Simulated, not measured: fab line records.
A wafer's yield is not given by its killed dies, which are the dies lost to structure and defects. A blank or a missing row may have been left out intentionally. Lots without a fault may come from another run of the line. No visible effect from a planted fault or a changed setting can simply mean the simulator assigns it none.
Which of the tools did it? || flow berkeleyCmos170 || at 1 step of a route of 331, 13 lots with 39 wafers sampled

## WHAT EACH GAUGE READ, for each wafer
No reading from a measuring or inspecting step in the record can be judged against a usual standard deviation.

## WHICH TOOL RAN EACH LOT (tool, then ch and the chambers of the sampled wafers, then the start)
{"lot": "L882", "UCB170_PFIELD_EXPOSE_03": "krfScanner-01 ch 0, day 4 03:26"}
{"lot": "L881", "UCB170_PFIELD_EXPOSE_03": "krfScanner-02 ch 0, day 4 04:01"}
{"lot": "L884", "UCB170_PFIELD_EXPOSE_03": "krfScanner-01 ch 0, day 4 19:47"}
{"lot": "L885", "UCB170_PFIELD_EXPOSE_03": "krfScanner-02 ch 0, day 5 06:15"}
{"lot": "L886", "UCB170_PFIELD_EXPOSE_03": "krfScanner-01 ch 0, day 5 06:31"}
{"lot": "L887", "UCB170_PFIELD_EXPOSE_03": "krfScanner-02 ch 0, day 5 13:58"}
{"lot": "L890", "UCB170_PFIELD_EXPOSE_03": "krfScanner-01 ch 0, day 6 09:23"}
{"lot": "L893", "UCB170_PFIELD_EXPOSE_03": "krfScanner-01 ch 0, day 6 20:14"}
{"lot": "L895", "UCB170_PFIELD_EXPOSE_03": "krfScanner-02 ch 0, day 7 09:16"}
{"lot": "L897", "UCB170_PFIELD_EXPOSE_03": "krfScanner-02 ch 0, day 7 23:29"}
{"lot": "L900", "UCB170_PFIELD_EXPOSE_03": "krfScanner-02 ch 0, day 8 06:32"}
{"lot": "L899", "UCB170_PFIELD_EXPOSE_03": "krfScanner-02 ch 0, day 8 07:04"}
{"lot": "L904", "UCB170_PFIELD_EXPOSE_03": "krfScanner-01 ch 0, day 9 14:35"}
- UCB170_PFIELD_EXPOSE_03: exposes mask PFIELD, target cd 1500 nm.

## AS READ BY THE TOOLS THEMSELVES (means over the sampled wafers that have a number; for cases with no such wafer, the mark the record gives instead)
UCB170_PFIELD_EXPOSE_03.
{"lot": "L882", "tool": "krfScanner-01", "focusOffsetNm (nm)": -1.1}
{"lot": "L881", "tool": "krfScanner-02", "focusOffsetNm (nm)": -0.1}
{"lot": "L884", "tool": "krfScanner-01", "focusOffsetNm (nm)": -1.1}
{"lot": "L885", "tool": "krfScanner-02", "focusOffsetNm (nm)": -0.6}
{"lot": "L886", "tool": "krfScanner-01", "focusOffsetNm (nm)": 0.5}
{"lot": "L887", "tool": "krfScanner-02", "focusOffsetNm (nm)": -0.4}
{"lot": "L890", "tool": "krfScanner-01", "focusOffsetNm (nm)": -0.7}
{"lot": "L893", "tool": "krfScanner-01", "focusOffsetNm (nm)": 0.0}
{"lot": "L895", "tool": "krfScanner-02", "focusOffsetNm (nm)": 0.3}
{"lot": "L897", "tool": "krfScanner-02", "focusOffsetNm (nm)": -0.2}
{"lot": "L900", "tool": "krfScanner-02", "focusOffsetNm (nm)": 0.0}
{"lot": "L899", "tool": "krfScanner-02", "focusOffsetNm (nm)": 0.2}
{"lot": "L904", "tool": "krfScanner-01", "focusOffsetNm (nm)": 0.1}

## THE ANSWER, worked out from the rows above alone
Rule: the usual values come from the lots themselves. Put in order of their means at a reading, lots are off if they are a third of the lots or fewer, leave a main group of 4 or more, and stand apart from it by a gap of 3 or more times the standard deviation of the main group's means; of several such gaps the widest counts. Not used: any main group whose means are identical at the precision the tables above print for the reading. A lot without any number at a reading at which 4 lots or more have one is off too. The other lots that the step has rows for count as sound. Order of review: gauges by route order, followed by the tools' own readings, for which a lot's mean as printed above is used. The first step at which some lot is off is used, and at that step the reading that is off furthest; a lot without a number counts as furthest.
No lot is off on any of the readings shown, so nothing can be concluded from this.

## WHAT HAD BEEN PUT IN BY THE SIMULATOR
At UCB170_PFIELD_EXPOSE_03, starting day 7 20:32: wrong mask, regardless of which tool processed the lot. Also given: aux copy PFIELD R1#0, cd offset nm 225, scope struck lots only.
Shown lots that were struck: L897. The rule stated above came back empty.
